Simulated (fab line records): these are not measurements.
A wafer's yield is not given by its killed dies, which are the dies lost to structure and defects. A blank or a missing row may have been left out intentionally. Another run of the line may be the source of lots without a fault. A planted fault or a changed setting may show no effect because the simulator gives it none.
fab line records    flow berkeleyCmos170
record: lots: 14  wafers: 42  lastDay: 13
route steps=331 shown M2@272 V2@305 M3@327
lots that met no fault: taken from a fault-free run of the same line
startH: the number of hours between the record's first day and the start of the first shown wafer of the lot    waitH: time in hours since the lot's previous step    " repeats the value in the row above    L1.1+2: a single row standing in for several wafers    - no value, or no start given    * or withheld: withheld    < > ~ a bound
route shown NAME@n: a module of which the file shows steps, and the number in the route of the first    usual: mean/standard deviation of fault-free wafers    same: alike in all rows    chamber/n: place in a boat    sites: each site's reading    _std_site: how widely they spread, as a standard deviation    _edge_site: the outer-site mean with the inner-site mean subtracted    radiusMm: for every site, how far away it sits from the centre of the wafer    mask NAME#n: copy n    behind: the most recent tool/chamber to have shaped the wafer    hold: why the lot was held/for how many hours/how that ended    device: the transistor (n, p or np) that didn't switch    end of line: at the end of the route, the tests of the same wafers    for a step that has no rows: nothing shown but its recipe    killed: dies lost to structure and defects at the first sort, not the wafer's yield    map: shows each die of a wafer: x if killed, . if not, _ if none is there
set.NAME: the setting as run; set.NAME@STEP: as run at that earlier step    model.NAME: the simulator's own value behind a step, which no gauge read
the route's steps for a sample of lots (tables are steps, rows are wafers)
services: a tool's chamber out of use, with start hour (startH, from the record's first day; less than 0 if before it), hours out, and reason
== steps ==
step: UCB170_M2_SPUTTER_01
recipe: material: Al  targetThkNm: 900  timeS: 120  powerW: 6000  chamberPressurePa: 0.5
usual: throttleValvePct: 30.1/1.2
lot.wafer  tool           chamber  startH  waitH  throttleValvePct
L309.1     pvdSputter-04  -        194.03  0.0    30.5
L309.3     "              -        "       "      30.6
L309.4     "              -        "       "      28.9
L312.1     pvdSputter-03  -        194.25  0.0    31.5
L312.3     "              -        "       "      28.0
L312.4     "              -        "       "      30.5
L311.3     pvdSputter-01  -        197.56  0.0    30.0
L311.5     "              -        "       "      30.8
L311.6     "              -        "       "      27.8
L314.3     pvdSputter-01  -        226.27  0.0    30.8
L314.4     "              -        "       "      30.9
L314.6     "              -        "       "      27.6
L316.1     pvdSputter-03  -        228.26  0.0    28.3
L316.3     "              -        "       "      30.2
L316.5     "              -        "       "      31.1
L317.3     pvdSputter-04  -        228.50  0.0    30.6
L317.4     "              -        "       "      28.9
L317.6     "              -        "       "      30.0
L315.1     pvdSputter-01  -        228.74  0.0    30.4
L315.4     "              -        "       "      27.7
L315.5     "              -        "       "      30.9
L319.2     pvdSputter-04  -        238.63  0.0    30.7
L319.4     "              -        "       "      30.9
L319.6     "              -        "       "      30.6
L318.2     pvdSputter-03  -        239.57  0.0    30.2
L318.5     "              -        "       "      31.1
L318.6     "              -        "       "      30.2
L323.2     pvdSputter-04  -        279.16  0.0    30.5
L323.3     "              -        "       "      29.1
L323.6     "              -        "       "      30.3
L328.1     pvdSputter-01  -        292.60  0.0    30.9
L328.4     "              -        "       "      31.1
L328.6     "              -        "       "      29.8
L329.1     pvdSputter-03  -        292.92  0.0    30.5
L329.4     "              -        "       "      31.8
L329.6     "              -        "       "      31.7
L331.2     pvdSputter-03  -        297.20  0.0    31.3
L331.3     "              -        "       "      30.4
L331.4     "              -        "       "      32.1
L332.3     pvdSputter-04  -        309.15  0.0    30.5
L332.4     "              -        "       "      28.8
L332.5     "              -        "       "      30.8
step: UCB170_M2_STRIP_07
recipe: chemistry: O2  powerW: 400  pressureMtorr: 3500  platenTempC: withheld  o2FlowSccm: 400  overashFraction: 0.5
usual: drypumpMotorCurrentA: 5.7/0.35  oesProductAu: 0.734/0.0048  stripTimeToEndpointS: 22.00/0.059
lot.wafer  tool            chamber  startH  waitH  drypumpMotorCurrentA  oesProductAu  rfHoursCounterH  stripTimeToEndpointS
L309.1     plasmaAsher-04  1        194.75  0.1    5.4                   0.735         42               22.10
L309.3     "               0        "       "      5.1                   0.737         -                22.11
L309.4     "               1        "       "      5.4                   0.737         -                22.00
L312.1     plasmaAsher-02  1        195.06  0.1    5.7                   0.735         8                22.00
L312.3     "               0        "       "      6.0                   0.728         -                21.96
L312.4     "               1        "       "      5.7                   0.742         -                21.92
L311.3     plasmaAsher-02  1        198.85  0.1    5.7                   0.733         -                22.05
L311.5     "               1        "       "      5.6                   0.732         -                22.05
L311.6     "               0        "       "      6.0                   0.744         -                21.97
L314.3     plasmaAsher-01  1        227.02  0.1    6.1                   0.729         -                21.98
L314.4     "               0        "       "      5.8                   0.743         -                22.09
L314.6     "               1        "       "      6.2                   0.736         -                22.07
L316.1     plasmaAsher-01  1        228.97  0.1    6.1                   0.733         48               22.06
L316.3     "               0        "       "      5.8                   0.738         -                22.02
L316.5     "               1        "       "      6.1                   0.736         -                22.09
L317.3     plasmaAsher-02  0        229.66  0.1    6.1                   0.731         -                22.04
L317.4     "               1        "       "      5.7                   0.737         -                22.10
L317.6     "               0        "       "      6.1                   0.747         -                22.00
L315.1     plasmaAsher-01  1        229.81  0.1    6.2                   0.734         48               21.89
L315.4     "               1        "       "      6.1                   0.741         -                21.88
L315.5     "               1        "       "      6.1                   0.726         -                21.92
L319.2     plasmaAsher-02  1        239.57  0.1    5.7                   0.736         14               22.02
L319.4     "               0        "       "      6.0                   0.739         -                21.94
L319.6     "               0        "       "      6.1                   0.731         -                22.05
L318.2     plasmaAsher-02  1        240.62  0.1    5.7                   0.734         14               22.05
L318.5     "               1        "       "      5.7                   0.723         -                22.03
L318.6     "               0        "       "      6.0                   0.739         -                22.07
L323.2     plasmaAsher-04  1        279.87  0.1    5.4                   0.737         49               21.89
L323.3     "               1        "       "      5.4                   0.734         -                21.93
L323.6     "               0        "       "      5.1                   0.732         -                21.96
L328.1     plasmaAsher-04  1        293.86  0.1    5.4                   0.733         51               21.92
L328.4     "               0        "       "      5.1                   0.737         -                22.01
L328.6     "               0        "       "      5.1                   0.734         -                21.94
L329.1     plasmaAsher-04  1        294.17  0.1    5.4                   0.726         51               22.01
L329.4     "               1        "       "      5.4                   0.737         -                22.01
L329.6     "               1        "       "      5.4                   0.732         -                21.99
L331.2     plasmaAsher-01  1        297.92  0.1    6.1                   0.732         56               21.93
L331.3     "               1        "       "      6.1                   0.735         -                22.01
L331.4     "               0        "       "      5.8                   0.733         -                21.97
L332.3     plasmaAsher-02  0        310.13  0.1    6.0                   0.726         -                22.06
L332.4     "               1        "       "      5.7                   0.738         -                22.06
L332.5     "               0        "       "      6.0                   0.738         -                22.02
step: UCB170_V2_OVL_MEAS_13
usual: V2_OVL: 1/5.9
lot.wafer  tool        chamber  startH  waitH  V2_OVL[nm]
L309.1     overlay-02  -        201.26  0.1    11
L309.3     "           -        "       "      9
L309.4     "           -        "       "      5
L312.1     overlay-01  -        201.79  0.1    10
L312.3     "           -        "       "      3
L312.4     "           -        "       "      8
L311.3     overlay-01  -        203.77  0.1    0
L311.5     "           -        "       "      -4
L311.6     "           -        "       "      10
L314.3     overlay-02  -        231.48  0.1    -12
L314.4     "           -        "       "      -3
L314.6     "           -        "       "      -6
L316.1     overlay-01  -        233.80  0.1    9
L316.3     "           -        "       "      3
L316.5     "           -        "       "      1
L317.3     overlay-02  -        234.18  0.1    3
L317.4     "           -        "       "      3
L317.6     "           -        "       "      4
L315.1     overlay-01  -        234.35  0.1    0
L315.4     "           -        "       "      -5
L315.5     "           -        "       "      -2
L319.2     overlay-01  -        244.63  0.1    -3
L319.4     "           -        "       "      1
L319.6     "           -        "       "      -2
L318.2     overlay-01  -        244.87  0.1    4
L318.5     "           -        "       "      0
L318.6     "           -        "       "      3
L323.2     overlay-01  -        285.00  0.1    -5
L323.3     "           -        "       "      -10
L323.6     "           -        "       "      -10
L328.1     overlay-01  -        298.61  0.1    6
L328.4     "           -        "       "      6
L328.6     "           -        "       "      7
L329.1     overlay-02  -        299.32  0.1    1
L329.4     "           -        "       "      6
L329.6     "           -        "       "      3
L331.2     overlay-01  -        302.77  0.1    0
L331.3     "           -        "       "      -4
L331.4     "           -        "       "      0
L332.3     overlay-01  -        314.82  0.1    -11
L332.4     "           -        "       "      -9
L332.5     "           -        "       "      4
step: UCB170_M3_METAL_ETCH_18
recipe: chemistry: Cl2/BCl3  target: Al  stopOn: SiO2  pressureMtorr: 12  targetDepthA: 11700  overEtchFrac: 0.3  timeS: 195  icpW: 600  biasW: 120  Cl2_flow_sccm: 90  bcl3FlowSccm: 45
usual: drypumpMotorCurrentA: 5.7/0.41  heBacksideLeakSccm: 3.41/0.25  oesProductAu: 0.850/0.015  rfFwdPowerW: 598.1/1.9  throttleValvePct: 24.33/0.2
lot.wafer  tool         chamber  startH  waitH  drypumpMotorCurrentA  heBacksideLeakSccm  oesProductAu  rfFwdPowerW  rfHoursCounterH  throttleValvePct
L309.1     rieMetal-04  1        204.41  -      6.1                   3.66                0.844         596.9        6.7              24.28
L309.3     "            1        "       "      6.2                   3.45                0.845         596.3        -                24.28
L309.4     "            1        "       "      6.1                   3.61                0.848         600.1        -                24.27
L312.1     rieMetal-02  0        205.07  -      5.4                   3.20                0.845         601.0        5.3              24.03
L312.3     "            1        "       "      5.4                   3.66                0.845         600.7        -                24.63
L312.4     "            0        "       "      5.4                   5.44                0.856         600.1        -                24.05
L311.3     rieMetal-04  1        206.97  -      6.2                   3.67                0.850         596.5        -                24.27
L311.5     "            1        "       "      6.2                   3.69                0.837         597.0        -                24.28
L311.6     "            1        "       "      6.2                   3.63                0.842         597.3        -                24.28
L314.3     rieMetal-03  0        234.58  -      6.5                   3.37                0.859         596.9        -                24.34
L314.4     "            1        "       "      5.5                   4.70                0.876         595.9        -                24.53
L314.6     "            0        "       "      6.5                   3.35                0.872         599.1        -                24.35
L316.1     rieMetal-02  0        237.80  -      5.4                   3.17                0.868         600.7        6.0              24.04
L316.3     "            0        "       "      5.4                   3.24                0.872         598.6        -                24.02
L316.5     "            1        "       "      5.4                   3.55                0.852         598.6        -                24.63
L317.3     rieMetal-04  0        239.03  -      5.4                   3.26                0.844         599.2        -                24.19
L317.4     "            1        "       "      6.2                   3.60                0.839         595.7        -                24.26
L317.6     "            0        "       "      5.5                   3.29                0.833         599.5        -                24.19
L315.1     rieMetal-03  0        239.24  -      6.5                   3.42                0.856         597.0        4.3              24.34
L315.4     "            1        "       "      5.5                   3.35                0.878         597.3        -                24.53
L315.5     "            0        "       "      6.5                   3.40                0.863         596.6        -                24.33
L319.2     rieMetal-03  0        247.53  -      6.5                   3.34                0.853         597.9        4.7              24.35
L319.4     "            1        "       "      5.5                   3.29                0.857         595.1        -                24.54
L319.6     "            1        "       "      5.5                   3.33                0.862         593.7        -                24.55
L318.2     rieMetal-04  0        247.87  -      5.5                   3.19                0.819         842.4        0.9              24.18
L318.5     "            0        "       "      5.5                   3.22                0.840         840.8        -                24.19
L318.6     "            1        "       "      6.1                   3.65                0.846         838.9        -                24.29
L323.2     rieMetal-04  0        289.81  -      5.5                   3.36                0.834         839.7        1.5              24.18
L323.3     "            1        "       "      6.1                   3.47                0.844         837.1        -                24.28
L323.6     "            1        "       "      6.1                   3.53                0.841         836.7        -                24.27
L328.1     rieMetal-02  0        301.36  -      5.4                   3.28                0.864         596.8        7.7              24.05
L328.4     "            0        "       "      5.4                   3.30                0.865         595.6        -                24.05
L328.6     "            1        "       "      5.4                   3.69                0.844         594.5        -                24.62
L329.1     rieMetal-03  1        302.26  -      5.5                   3.30                0.875         599.1        4.3              24.55
L329.4     "            1        "       "      5.5                   3.36                0.873         597.4        -                24.54
L329.6     "            0        "       "      6.5                   3.29                0.862         600.6        -                24.34
L331.2     rieMetal-02  1        305.89  -      5.4                   3.42                0.822         597.8        7.5              24.62
L331.3     "            0        "       "      5.4                   3.20                0.864         600.4        -                24.05
L331.4     "            1        "       "      5.4                   3.49                0.842         601.5        -                24.62
L332.3     rieMetal-02  1        317.58  -      5.4                   3.44                0.839         599.4        -                24.62
L332.4     "            0        "       "      5.4                   3.25                0.859         598.0        -                24.04
L332.5     "            0        "       "      5.4                   3.19                0.856         598.7        -                24.04
step: UCB170_M3_STRIP_19
recipe: chemistry: O2  powerW: 400  pressureMtorr: 3500  platenTempC: withheld  o2FlowSccm: 400  overashFraction: 0.5
usual: drypumpMotorCurrentA: 5.6/0.35  oesProductAu: 0.536/0.022
lot.wafer  tool            chamber  startH  waitH  drypumpMotorCurrentA  oesProductAu  rfHoursCounterH
L309.1     plasmaAsher-01  1        204.79  0.3    6.1                   0.545         46
L309.3     "               1        "       "      6.2                   0.548         -
L309.4     "               0        "       "      5.8                   0.551         -
L312.1     plasmaAsher-01  1        205.26  0.1    6.1                   0.553         46
L312.3     "               1        "       "      6.1                   0.545         -
L312.4     "               0        "       "      5.8                   0.559         -
L311.3     plasmaAsher-04  1        207.25  0.2    5.4                   0.553         -
L311.5     "               0        "       "      5.1                   0.557         -
L311.6     "               1        "       "      5.4                   0.553         -
L314.3     plasmaAsher-03  0        234.74  0.1    5.9                   0.513         -
L314.4     "               1        "       "      5.4                   0.541         -
L314.6     "               1        "       "      5.4                   0.518         -
L316.1     plasmaAsher-04  0        237.99  0.1    5.1                   0.560         46
L316.3     "               0        "       "      5.1                   0.560         -
L316.5     "               1        "       "      5.4                   0.550         -
L317.3     plasmaAsher-01  0        239.19  0.1    5.8                   0.508         -
L317.4     "               1        "       "      6.1                   0.546         -
L317.6     "               0        "       "      5.8                   0.509         -
L315.1     plasmaAsher-03  1        239.43  0.1    5.4                   0.520         53
L315.4     "               0        "       "      5.9                   0.552         -
L315.5     "               0        "       "      5.9                   0.521         -
L319.2     plasmaAsher-01  1        247.72  0.1    6.1                   0.515         51
L319.4     "               1        "       "      6.1                   0.542         -
L319.6     "               0        "       "      5.8                   0.555         -
L318.2     plasmaAsher-03  1        248.06  0.1    5.4                   0.318         54
L318.5     "               1        "       "      5.4                   0.305         -
L318.6     "               0        "       "      5.9                   0.318         -
L323.2     plasmaAsher-01  1        289.99  0.1    6.2                   0.319         55
L323.3     "               1        "       "      6.1                   0.314         -
L323.6     "               1        "       "      6.2                   0.314         -
L328.1     plasmaAsher-03  1        301.55  0.1    5.4                   0.561         59
L328.4     "               0        "       "      5.9                   0.551         -
L328.6     "               1        "       "      5.4                   0.545         -
L329.1     plasmaAsher-01  0        302.44  0.1    5.8                   0.538         57
L329.4     "               0        "       "      5.8                   0.535         -
L329.6     "               1        "       "      6.1                   0.513         -
L331.2     plasmaAsher-04  1        306.08  0.1    5.4                   0.568         53
L331.3     "               1        "       "      5.4                   0.564         -
L331.4     "               0        "       "      5.1                   0.550         -
L332.3     plasmaAsher-01  1        317.74  0.1    6.1                   0.541         -
L332.4     "               0        "       "      5.8                   0.564         -
L332.5     "               0        "       "      5.8                   0.562         -
step: UCB170_M3_CD_MEAS_90
recipe: targetCdNm: 700
usual: cdNm: 698/3.5
lot.wafer  tool      chamber  startH  waitH  cdNm
L309.1     cdSem-01  -        204.90  0.1    697
L309.3     "         -        "       "      699
L309.4     "         -        "       "      695
L312.1     cdSem-02  -        205.36  0.1    706
L312.3     "         -        "       "      700
L312.4     "         -        "       "      705
L311.3     cdSem-01  -        207.38  0.1    696
L311.5     "         -        "       "      693
L311.6     "         -        "       "      693
L314.3     cdSem-02  -        234.84  0.1    699
L314.4     "         -        "       "      701
L314.6     "         -        "       "      696
L316.1     cdSem-01  -        238.32  0.3    700
L316.3     "         -        "       "      696
L316.5     "         -        "       "      694
L317.3     cdSem-02  -        239.30  0.1    699
L317.4     "         -        "       "      696
L317.6     "         -        "       "      698
L315.1     cdSem-01  -        239.61  0.1    695
L315.4     "         -        "       "      701
L315.5     "         -        "       "      701
L319.2     cdSem-02  -        247.84  0.1    695
L319.4     "         -        "       "      700
L319.6     "         -        "       "      705
L318.2     cdSem-01  -        248.18  0.1    680
L318.5     "         -        "       "      678
L318.6     "         -        "       "      675
L323.2     cdSem-02  -        290.11  0.1    675
L323.3     "         -        "       "      677
L323.6     "         -        "       "      679
L328.1     cdSem-01  -        301.65  0.1    697
L328.4     "         -        "       "      697
L328.6     "         -        "       "      695
L329.1     cdSem-01  -        302.54  0.1    704
L329.4     "         -        "       "      702
L329.6     "         -        "       "      694
L331.2     cdSem-02  -        306.20  0.1    700
L331.3     "         -        "       "      702
L331.4     "         -        "       "      698
L332.3     cdSem-01  -        317.84  0.1    699
L332.4     "         -        "       "      704
L332.5     "         -        "       "      703
== services ==
tool            chamber  startH  hours  kind
rieMetal-04     0        188.81  -      clean
rieMetal-04     0        188.81  21.9   scheduledDown
rieMetal-04     0        188.81  21.9   ventCycle
rieMetal-02     1        194.12  3.7    repair
plasmaAsher-04  -        195.78  6.0    repair
pvdSputter-04   -        196.32  5.5    repair
pvdSputter-01   3        204.91  -      consumableReplace:kit
pvdSputter-01   3        204.91  18.0   scheduledDown
pvdSputter-01   3        204.91  18.0   ventCycle
plasmaAsher-04  -        231.39  4.7    repair
plasmaAsher-02  -        252.43  1.0    repair
plasmaAsher-04  -        254.25  15.7   repair
rieMetal-02     0        270.01  10.5   repair
rieMetal-04     1        294.30  16.9   repair
plasmaAsher-04  -        314.01  4.3    pm
== key ==
firstSign: step: UCB170_M3_METAL_ETCH_18  reading: rfFwdPowerW  direction: up  sigmas: 99+  usual: 598.1  struck: 839.3
effect: step: UCB170_M3_STRIP_19  reading: oesProductAu  direction: down  sigmas: 10  usual: 0.536  struck: 0.315
effect: step: UCB170_M3_CD_MEAS_90  reading: cdNm  direction: down  sigmas: 6.1  usual: 698  struck: 677
metAt UCB170_M3_METAL_ETCH_18
struckLots L318,L323
sortLeftOut L318.2,L318.5,L318.6
notActingAt UCB170_M2_SPUTTER_01,UCB170_M2_STRIP_07,UCB170_V2_OVL_MEAS_13
onsetBetween 239.03 247.87
fault: kind: processParameterDrift  tool: rieMetal-04  chamber: -  onsetH: 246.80  steps: UCB170_M3_METAL_ETCH_18  channel: icpW  offset: 240  shape: step  endH: 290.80  actsIn: theseRecipesOnly  stated: 600
sortLeftOut: the simulated sort isn't trusted on such a fault, so these wafers' sort isn't shown, and their yield isn't known
